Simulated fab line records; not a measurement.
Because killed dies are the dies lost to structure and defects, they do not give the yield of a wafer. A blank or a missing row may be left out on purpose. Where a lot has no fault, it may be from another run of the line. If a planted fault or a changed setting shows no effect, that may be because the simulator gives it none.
fab line records -- flow rit_cmos
record lots=14, wafers=42, last_day=7
route steps=202 shown CONTACT@168 M1@202
lots that met no fault: from a run of the same line without faults
start_h: hours from the record's first day to the start of the lot's first wafer shown -- wait_h: how many hours have passed since the lot's step before this one -- " unchanged from the row above -- L1.1+2: one row covering several wafers at once -- - either no value or no given start -- * or withheld: withheld -- < > ~ a bound
route shown NAME@n: NAME is a module with steps in the file, n the number in the route of the first one -- usual: mean and standard deviation over wafers with no fault -- same: alike in all rows -- chamber/n: place in a boat -- sites: the reading at each site -- _std_site: standard deviation of those values -- _edge_site: outer sites' mean less inner sites' -- radius_mm: how far each site lies from the wafer's centre -- mask NAME#n: copy n -- behind: tool/chamber where the wafer was last shaped -- hold: cause of the lot's hold/its duration in hours/its outcome -- device: whichever transistor did not switch (one of n, p or np) -- end of line: tests run on the same wafers once the route is complete -- where a step has no rows: the recipe by itself -- killed: not the wafer's yield, but the dies lost to structure and defects at the first sort -- map: the dies of a wafer, with x for killed, . for not killed, _ for no die there
set.NAME: the setting the step ran with; set.NAME@STEP: the setting that earlier step ran with -- model.NAME: the simulator's own value behind a step, which no gauge read
the route's steps for a sample of lots (tables are steps, rows are wafers)
services: when a tool's chamber went out of use (start_h, in hours from the record's first day, below 0 if earlier), for how many hours, and the reason
## steps
# step RIT_CONTACT_CVD_00
# recipe material=SiO2, target_thk_nm=400, precursor=TEOS, temp_c=390, time_s=61, rf_w=400
# usual heater_power_w=337/48
# same time_s=61
lot.wafer,tool,chamber,start_h,wait_h,heater_power_w
L248.3,pecvd-01,2,58.71,0.0,388
L248.4,pecvd-01,1,58.71,0.0,310
L248.5,pecvd-01,2,58.71,0.0,416
L249.1,pecvd-03,0,62.24,0.1,296
L249.2,pecvd-03,2,62.24,0.1,403
L249.6,pecvd-03,2,62.24,0.1,410
L250.3,pecvd-02,2,65.98,0.0,313
L250.5,pecvd-02,0,65.98,0.0,282
L250.6,pecvd-02,1,65.98,0.0,335
L251.1,pecvd-01,1,72.42,0.1,230
L251.4,pecvd-01,1,72.42,0.1,254
L251.5,pecvd-01,0,72.42,0.1,371
L252.1,pecvd-03,2,78.63,0.1,394
L252.2,pecvd-03,0,78.63,0.1,344
L252.5,pecvd-03,1,78.63,0.1,331
L253.2,pecvd-02,2,88.16,0.1,262
L253.3,pecvd-02,1,88.16,0.1,331
L253.6,pecvd-02,1,88.16,0.1,335
L255.2,pecvd-03,1,92.28,0.1,301
L255.3,pecvd-03,0,92.28,0.1,298
L255.5,pecvd-03,0,92.28,0.1,307
L257.1,pecvd-01,0,106.46,0.1,363
L257.4,pecvd-01,2,106.46,0.1,377
L257.6,pecvd-01,1,106.46,0.1,298
L258.2,pecvd-03,1,111.81,0.0,297
L258.5,pecvd-03,0,111.81,0.0,326
L258.6,pecvd-03,2,111.81,0.0,394
L259.4,pecvd-02,0,114.52,0.0,365
L259.5,pecvd-02,1,114.52,0.0,348
L259.6,pecvd-02,2,114.52,0.0,325
L262.1,pecvd-02,2,128.07,0.1,282
L262.5,pecvd-02,2,128.07,0.1,288
L262.6,pecvd-02,1,128.07,0.1,334
L264.2,pecvd-03,0,142.94,0.0,328
L264.3,pecvd-03,1,142.94,0.0,320
L264.6,pecvd-03,1,142.94,0.0,328
L267.2,pecvd-03,0,155.90,0.0,312
L267.4,pecvd-03,0,155.90,0.0,328
L267.5,pecvd-03,1,155.90,0.0,301
L270.1,pecvd-01,1,170.17,0.1,300
L270.3,pecvd-01,2,170.17,0.1,404
L270.4,pecvd-01,1,170.17,0.1,314
# step RIT_CONTACT_THK_MEAS_01
# recipe reads=SiO2_of_CONTACT_CVD_00
# usual CONTACT_TEOS_THK=401/5.7
lot.wafer,tool,chamber,start_h,wait_h,CONTACT_TEOS_THK[nm]
L248.3,film_metro-04,-,58.78,0.0,397
L248.4,film_metro-04,-,58.78,0.0,402
L248.5,film_metro-04,-,58.78,0.0,403
L249.1,film_metro-04,-,62.29,0.0,393
L249.2,film_metro-04,-,62.29,0.0,388
L249.6,film_metro-04,-,62.29,0.0,393
L250.3,film_metro-03,-,66.05,0.0,398
L250.5,film_metro-03,-,66.05,0.0,410
L250.6,film_metro-03,-,66.05,0.0,406
L251.1,film_metro-04,-,72.47,0.0,397
L251.4,film_metro-04,-,72.47,0.0,401
L251.5,film_metro-04,-,72.47,0.0,401
L252.1,film_metro-04,-,78.68,0.0,401
L252.2,film_metro-04,-,78.68,0.0,399
L252.5,film_metro-04,-,78.68,0.0,413
L253.2,film_metro-04,-,88.22,0.0,398
L253.3,film_metro-04,-,88.22,0.0,389
L253.6,film_metro-04,-,88.22,0.0,402
L255.2,film_metro-03,-,92.34,0.0,393
L255.3,film_metro-03,-,92.34,0.0,389
L255.5,film_metro-03,-,92.34,0.0,398
L257.1,film_metro-04,-,106.51,0.0,398
L257.4,film_metro-04,-,106.51,0.0,402
L257.6,film_metro-04,-,106.51,0.0,403
L258.2,film_metro-03,-,111.87,0.0,400
L258.5,film_metro-03,-,111.87,0.0,409
L258.6,film_metro-03,-,111.87,0.0,405
L259.4,film_metro-03,-,114.58,0.0,414
L259.5,film_metro-03,-,114.58,0.0,404
L259.6,film_metro-03,-,114.58,0.0,408
L262.1,film_metro-01,-,128.12,0.0,400
L262.5,film_metro-01,-,128.12,0.0,405
L262.6,film_metro-01,-,128.12,0.0,401
L264.2,film_metro-04,-,143.01,0.0,312
L264.3,film_metro-04,-,143.01,0.0,398
L264.6,film_metro-04,-,143.01,0.0,402
L267.2,film_metro-03,-,155.96,0.0,321
L267.4,film_metro-03,-,155.96,0.0,326
L267.5,film_metro-03,-,155.96,0.0,409
L270.1,film_metro-04,-,170.22,0.0,397
L270.3,film_metro-04,-,170.22,0.0,392
L270.4,film_metro-04,-,170.22,0.0,405
# step RIT_M1_PROBE_99
# usual killed_at_contacts=0.1/0.28, killed_at_front_end=7.0/2.9, killed_dies=7.0/2.9, killed_open=3.4/2.1, killed_short=3.6/1.7
# same gross_dies=264, killed_at_M0_to_M3=0, killed_at_M4_up=0, killed_at_back_side=0, killed_at_other=0
lot.wafer,tool,chamber,start_h,wait_h,killed_at_contacts,killed_at_front_end,killed_dies,killed_open,killed_short
L255.2,prober-01,-,99.97,0.1,1,4,5,2,3
L255.3,prober-01,-,100.02,0.2,0,7,7,1,6
L255.5,prober-01,-,100.12,0.2,0,6,6,4,2
L257.1,prober-01,-,112.85,0.1,0,1,1,0,1
L257.4,prober-01,-,113.00,0.2,0,8,8,5,3
L257.6,prober-01,-,113.10,0.2,0,10,10,8,2
L259.4,prober-01,-,121.18,0.2,0,10,10,3,7
L259.5,prober-01,-,121.23,0.2,0,9,9,4,5
L259.6,prober-01,-,121.28,0.2,0,11,11,4,7
L264.2,prober-02,-,149.59,0.1,1,7,8,5,2
# killed by level:class
L255.2 GATE:geometric_particle:short=2 GATE:geometric_particle:open=1 SPACER:geometric_particle:short=1 CONTACT:geometric_particle:open=1
L255.3 GATE:geometric_particle:short=2 SILICIDE:geometric_particle:short=2 FOX1:geometric_particle:short=1 GATE:geometric_particle:open=1 REOX:geometric_particle:short=1
L255.5 GATE:geometric_particle:open=3 SPACER:geometric_particle:short=2 SPACER:geometric_particle:open=1
L257.1 REOX:geometric_particle:short=1
L257.4 FOX2:geometric_particle:open=2 GATE:geometric_particle:open=2 GATE:geometric_particle:short=2 SPACER:geometric_particle:short=1 SPACER:geometric_particle:open=1
L257.6 GATE:geometric_particle:open=5 REOX:geometric_particle:open=2 FOX1:geometric_particle:short=1 GATE:geometric_particle:short=1 SILICIDE:geometric_particle:open=1
L259.4 REOX:geometric_particle:short=3 GATE:geometric_particle:short=2 SILICIDE:geometric_particle:open=2 SPACER:geometric_particle:short=1 GATE:geometric_particle:open=1 SILICIDE:geometric_particle:short=1
L259.5 GATE:geometric_particle:open=3 GATE:geometric_particle:short=2 SILICIDE:geometric_particle:short=2 REOX:geometric_particle:short=1 SILICIDE:geometric_particle:open=1
L259.6 GATE:geometric_particle:short=5 GATE:geometric_particle:open=3 SILICIDE:geometric_particle:short=2 FOX1:geometric_particle:open=1
L264.2 REOX:geometric_particle:open=2 FOX2:geometric_particle:open=1 GATE:geometric_particle:open=1 REOX:geometric_particle:short=1 SPACER:geometric_particle:open=1 SILICIDE:geometric_particle:short=1 CONTACT:area_cvd=1
## services
tool,chamber,start_h,hours,kind
pecvd-03,-,45.24,2.8,pm
pecvd-03,-,54.41,5.5,pm
## key
first_sign step=RIT_CONTACT_THK_MEAS_01, reading=CONTACT_TEOS_THK, direction=down, sigmas=14, usual=401, struck=319
effect none on later readings
met_at RIT_CONTACT_CVD_00
struck_lots L264,L267
struck_wafers L264.2,L267.2,L267.4
tester_left_out L264,L267
onset_between 111.81 142.94
fault kind=site_profile_drift, tool=pecvd-03, chamber=0, onset_h=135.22, steps=RIT_CONTACT_CVD_00, basis=fraction, max_abs_drift=0.46541, slope_share_per_hr=103.43, site_pattern=0,0,0,0,0,-1,-1,-1,-1
# tester_left_out: of these lots the tester's yield and bins aren't shown, on N5 and GAA mostly nor the transistor test; their killed dies are dies lost to structure and defects alone, not to doping, threshold or leakage, so they don't give the yield
